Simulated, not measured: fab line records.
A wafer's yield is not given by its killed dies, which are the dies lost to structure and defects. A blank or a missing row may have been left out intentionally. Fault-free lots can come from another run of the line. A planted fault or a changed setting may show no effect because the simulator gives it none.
Chamber matching | flow berkeleyCmos170 | UCB170_GATE_ETCH_15 on rieSi-02 has 4 sister chambers
The step etches poly-Si in HBr/Cl2, stops on SiO2, time 56.3 s, target depth 278.2 nm. 18 wafers are shown with their chamber, then 9 later ones without.

## EACH WAFER AND ITS CHAMBER
wafer  | chamber | throttleValvePct (%) | drypumpMotorCurrentA (A) | heBacksideLeakSccm (sccm)
L801.1 | 2       | 26.52                | 5.4                      | 2.40
L801.3 | 3       | 26.29                | 5.1                      | 2.84
L801.6 | 2       | 26.52                | 5.4                      | 2.42
L803.1 | 2       | 26.51                | 5.4                      | 2.57
L803.5 | 2       | 26.51                | 5.4                      | 2.44
L803.6 | 0       | 26.48                | 5.6                      | 2.74
L806.1 | 1       | 26.70                | 4.9                      | 2.47
L806.2 | 3       | 26.28                | 5.1                      | 2.90
L806.3 | 2       | 26.51                | 5.4                      | 2.27
L807.1 | 2       | 26.53                | 5.4                      | 2.49
L807.3 | 1       | 26.70                | 4.8                      | 2.60
L807.4 | 3       | 26.28                | 5.1                      | 2.93
L812.1 | 3       | 26.29                | 5.1                      | 2.94
L812.3 | 2       | 26.50                | 5.4                      | 2.37
L812.4 | 1       | 26.70                | 4.8                      | 2.58
L810.1 | 1       | 26.71                | 4.9                      | 2.70
L810.3 | 3       | 26.28                | 5.1                      | 3.01
L810.5 | 1       | 26.70                | 4.9                      | 2.76

SIGNATURES (averages over the wafers above)
reading              | chamber 0 | chamber 1 | chamber 2 | chamber 3 | scatter within a chamber
throttleValvePct     | 26.4800   | 26.7020   | 26.5143   | 26.2840   | 0.00742
drypumpMotorCurrentA | 5.600     | 4.860     | 5.400     | 5.100     | 0.0293
heBacksideLeakSccm   | 2.7400    | 2.6220    | 2.4229    | 2.9240    | 0.0922
Rule: for a wafer and a chamber, the distance is found by dividing, reading by reading, the gap between the wafer's reading and the chamber's mean by the reading's scatter, squaring, summing and taking the root. If the next closest chamber is less than 2 further off than the closest, the wafer can't be placed; otherwise it belongs to the closest. The scatter: take each reading less its chamber's mean, square it, sum over the shown wafers, divide by the number of wafers less the number of chambers, and take the root.

## WAFERS WITH NO CHAMBER GIVEN
wafer  | throttleValvePct (%) | drypumpMotorCurrentA (A) | heBacksideLeakSccm (sccm)
L814.2 | 26.35                | 5.6                      | 2.47
L814.5 | 26.36                | 5.6                      | 2.54
L814.6 | 26.72                | 4.8                      | 2.48
L815.4 | 26.70                | 4.8                      | 2.67
L815.5 | 26.33                | 5.6                      | 2.61
L815.6 | 26.28                | 5.1                      | 2.83
L820.1 | 26.53                | 5.4                      | 2.47
L820.3 | 26.28                | 5.1                      | 2.79
L820.5 | 26.69                | 4.9                      | 2.43

## EACH ONE'S CHAMBER
wafer  | from the rows above     | in truth
L814.2 | 0                       | 0
L814.5 | 0                       | 0
L814.6 | 1                       | 1
L815.4 | 1                       | 1
L815.5 | can't be placed: 3 or 0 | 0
L815.6 | 3                       | 3
L820.1 | 2                       | 2
L820.3 | 3                       | 3
L820.5 | 1                       | 1
Correctly placed: 8 of 9. Unplaceable from these rows: 1, with the true chamber sitting among the candidates in 1. 0 placed wrongly.
